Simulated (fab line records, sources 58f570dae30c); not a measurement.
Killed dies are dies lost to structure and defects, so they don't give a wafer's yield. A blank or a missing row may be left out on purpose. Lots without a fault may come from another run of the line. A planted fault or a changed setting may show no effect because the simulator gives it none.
A struck lot beside a sound one | flow berkeley_cmos170 | 36 steps out of a route of 331
Sound: wafers L715.1, L715.2, L715.6. Struck: wafers L704.1, L704.2, L704.4. The cause comes at the end.
At each step with rows: each side's tool, then ch and its chambers, then its first start. Under that, the readings that differ: sound wafers | struck wafers | difference of the means | sigmas: that difference in standard deviations of wafers without a fault.
alike: readings whose means differ by less than 2 such deviations, and words and numbers that are the same on both sides. not compared: withheld readings, readings that some wafer has no value for, bounds like >300 that may hide the same value, and numbers for which the record gives no deviation and whose values overlap.
The two part at a step that has a row with sigmas, a row that says differs or no value, or rows on one side only. Numbers that don't overlap but have no deviation are shown without sigmas and don't part them. A reading that every wafer of one side lacks parts them only if that side has two wafers or more.

first, 1 step without rows for these wafers: UCB170_SPACER_CVD_00 (deposits SiO2 from TEOS/O2, target thk 376 nm, time 47 s).
UCB170_SPACER_THK_MEAS_01:
  sound on film_metro-02, day 11 01:26; struck on film_metro-02, day 9 05:47
  alike: SPACER_TEOS_THK
then, 1 step without rows for these wafers: UCB170_SPACER_ANNEAL_02 (time 1800 s).
UCB170_SPACER_ETCHBACK_03: etches SiO2 in CHF3/CF4/Ar, stops on Si, target depth 376 nm, time 100 s.
  sound on rie_diel-04 ch 0,1, day 11 04:13; struck on rie_diel-04 ch 0,2,3, day 9 10:28
  alike: drypump_motor_current_A, mfc_ar_sccm, oes_product_au, throttle_valve_pct
  not compared: rf_hours_counter_h
then, 6 steps without rows for these wafers: UCB170_PSD_HMDS_00 (prime time 60 s); UCB170_PSD_COAT_01 (resist thk 900 nm); UCB170_PSD_SOFTBAKE_02 (time 60 s); UCB170_PSD_EXPOSE_03 (exposes mask PSELECT MOD, target cd 1200 nm); UCB170_PSD_PEB_04; UCB170_PSD_DEVELOP_05 (develop time 45 s).
UCB170_PSD_CD_MEAS_06: target cd 1200 nm.
  sound on cd_sem-02, day 11 06:24; struck on cd_sem-02, day 9 11:31
  alike: cd_nm
UCB170_PSD_OVL_MEAS_07:
  sound on overlay-02, day 11 06:31; struck on overlay-01, day 9 11:38
  alike: PSD_OVL
UCB170_PSD_IMPLANT_08:
  sound on implanter-01 ch 0, day 11 06:34; struck on implanter-01, day 9 11:40
  no value came back on the struck wafers for beam_energy_keV, beam_on_s (s), implant_ion_amu; on the sound wafers beam_energy_keV reads 19.989 19.997 19.998
UCB170_PSD_STRIP_09: strips in O2.
  sound on plasma_asher-03 ch 0,1, day 11 06:43; struck on plasma_asher-02 ch 0,1, day 9 11:49
  reading                      | sound             | struck            | difference | sigmas
  oes_product_au (a.u.)        | 0.590 0.598 0.601 | 0.735 0.735 0.738 | +0.140     | +32
  strip_time_to_endpoint_s (s) | 29.33 29.37 29.34 | 21.63 21.70 21.65 | -7.69      | -92
  alike: drypump_motor_current_A
  not compared: rf_hours_counter_h
UCB170_PSD_TW_MEAS_10:
  sound on film_metro-04, day 11 06:49; struck on film_metro-04, day 9 11:55
  reading | sound          | struck   | difference | sigmas
  PSD_TW  | 2330 2334 2350 | 31 31 30 | -2307      | -99 or more
then, 7 steps without rows for these wafers: UCB170_PSD_CLEAN_11 (cleans in SPM, time 600 s); UCB170_NSD_HMDS_00 (prime time 60 s); UCB170_NSD_COAT_01 (resist thk 900 nm); UCB170_NSD_SOFTBAKE_02 (time 60 s); UCB170_NSD_EXPOSE_03 (exposes mask NSELECT MOD, target cd 1200 nm); UCB170_NSD_PEB_04; UCB170_NSD_DEVELOP_05 (develop time 45 s).
UCB170_NSD_CD_MEAS_06: target cd 1200 nm.
  sound on cd_sem-01, day 11 08:42; struck on cd_sem-01, day 9 15:02
  alike: cd_nm
UCB170_NSD_OVL_MEAS_07:
  sound on overlay-02, day 11 08:49; struck on overlay-02, day 9 15:09
  alike: NSD_OVL
then, 1 step without rows for these wafers: UCB170_NSD_IMPLANT_08.
UCB170_NSD_STRIP_09: strips in O2.
  sound on plasma_asher-03 ch 0,1, day 11 09:01; struck on plasma_asher-04 ch 0,1, day 9 15:20
  alike: drypump_motor_current_A, oes_product_au, strip_time_to_endpoint_s
  not compared: rf_hours_counter_h
UCB170_NSD_TW_MEAS_10:
  sound on film_metro-04, day 11 09:07; struck on film_metro-04, day 9 15:26
  alike: NSD_TW
then, 4 steps without rows for these wafers: UCB170_NSD_CLEAN_11 (cleans in SPM, time 600 s); UCB170_BACKSIDE_HMDS_00 (prime time 60 s); UCB170_BACKSIDE_COAT_01 (resist thk 900 nm); UCB170_BACKSIDE_SOFTBAKE_02 (time 60 s).
UCB170_BACKSIDE_STRIP_03: strips in O2.
  sound on plasma_asher-04 ch 0,1, day 11 10:25; struck on plasma_asher-02 ch 0,1, day 9 16:12
  alike: drypump_motor_current_A, oes_product_au, strip_time_to_endpoint_s
  not compared: rf_hours_counter_h
then, 1 step without rows for these wafers: UCB170_BACKSIDE_CLEAN_04 (cleans in SPM, time 600 s).
UCB170_SDANNEAL_RTA_00: time 10 s.
  sound on rtp_anneal-02 ch 0, day 11 10:42; struck on rtp_anneal-01 ch 0, day 9 16:49
  alike: lamp_power_pct, wafer_temp_C_max
UCB170_SDANNEAL_RTA_01: time 5 s.
  sound on rtp_anneal-02 ch 0, day 11 10:46; struck on rtp_anneal-01 ch 0, day 9 16:52
  alike: lamp_power_pct, wafer_temp_C_max
UCB170_SDANNEAL_RS_MEAS_02: measures by four-point-probe.
  sound on film_metro-03, day 11 10:49; struck on film_metro-04, day 9 16:56
  reading         | sound          | struck            | difference | sigmas
  PSD_RS (ohm/sq) | 75.8 76.0 76.3 | 132.7 132.8 132.7 | +56.7      | +99 or more

WHERE THEY PART
First at UCB170_PSD_IMPLANT_08; last, within this record, at UCB170_SDANNEAL_RS_MEAS_02.

WHY: what the simulator had put in
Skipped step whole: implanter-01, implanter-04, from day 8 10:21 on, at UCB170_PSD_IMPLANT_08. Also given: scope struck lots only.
